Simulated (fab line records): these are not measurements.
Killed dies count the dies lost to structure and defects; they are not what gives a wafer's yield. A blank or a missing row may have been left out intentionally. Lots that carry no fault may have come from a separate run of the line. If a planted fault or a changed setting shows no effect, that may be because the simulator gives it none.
Which tool is to blame? -- flow berkeley_cmos170 -- 6 lots with 18 wafers sampled at 3 steps, on a route of 331 steps

== WHAT THE GAUGES READ, wafer by wafer ==
UCB170_GATE_CD_MEAS_12: target cd 350 nm.
lot,measured,on,cd_nm (nm)
L764,day 8 03:41,cd_sem-02,349.9 349.7 349.6
L765,day 8 13:59,cd_sem-02,352.3 350.9 352.1
L769,day 9 21:12,cd_sem-02,350.8 351.8 352.1
L772,day 9 21:30,cd_sem-01,350.4 350.4 350.3
L775,day 10 22:06,cd_sem-02,278.0 279.0 279.4 278.2 279.4 279.8
L782,day 12 06:28,cd_sem-01,348.7 349.7 349.1

== WHAT TOOL EACH LOT RAN ON (gives the tool, then ch and the chambers of the sampled wafers, and finally the start) ==
lot,UCB170_PFIELD_STRIP_08,UCB170_GATE_EXPOSE_09
L764,"plasma_asher-03 ch 1, day 5 13:54","krf_scanner-01 ch 0, day 8 02:54"
L765,"plasma_asher-03 ch 0,1, day 6 03:05","krf_scanner-02 ch 0, day 8 13:34"
L769,"plasma_asher-03 ch 0,1, day 7 04:18","krf_scanner-01 ch 0, day 9 20:49"
L772,"plasma_asher-04 ch 0,1, day 7 10:50","krf_scanner-02 ch 0, day 9 21:07"
L775,"plasma_asher-02 ch 0,1, day 8 05:11","krf_scanner-01 ch 0, day 10 21:43"
L782,"plasma_asher-04 ch 0,1, day 9 09:12","krf_scanner-01 ch 0, day 12 05:52"
- UCB170_PFIELD_STRIP_08: strips in O2.
- UCB170_GATE_EXPOSE_09: exposes mask POLY, target cd 350 nm.

== THE ANSWER, worked out from the rows above alone ==
Rule: what is usual is taken from the lots themselves. Put in order of their means at a reading, lots are off if they are a third of the lots or fewer, leave a main group of 4 or more, and stand apart from it by a gap of 3 or more times the standard deviation of the main group's means; of several such gaps the widest counts. The tables above print the reading to a certain number of digits; a main group whose means all agree to those digits is not used. Also off: a lot with no number at a reading for which 4 or more lots have one. Any other lot the step has rows for is counted as sound.
Off: L775 (UCB170_GATE_CD_MEAS_12, cd_nm). For the main group the mean is 350.5 nm and the standard deviation 1.
A tool fits if, at a process step before that reading, it ran every lot that is off, and no sound lot after the first of them. The gauges at UCB170_GATE_CD_MEAS_12 are tried like those tools. 2 tools fit, plasma_asher-02 at UCB170_PFIELD_STRIP_08 and cd_sem-02 at UCB170_GATE_CD_MEAS_12, so this cannot tell which one it is.

== WHAT THE SIMULATOR HAD INSERTED ==
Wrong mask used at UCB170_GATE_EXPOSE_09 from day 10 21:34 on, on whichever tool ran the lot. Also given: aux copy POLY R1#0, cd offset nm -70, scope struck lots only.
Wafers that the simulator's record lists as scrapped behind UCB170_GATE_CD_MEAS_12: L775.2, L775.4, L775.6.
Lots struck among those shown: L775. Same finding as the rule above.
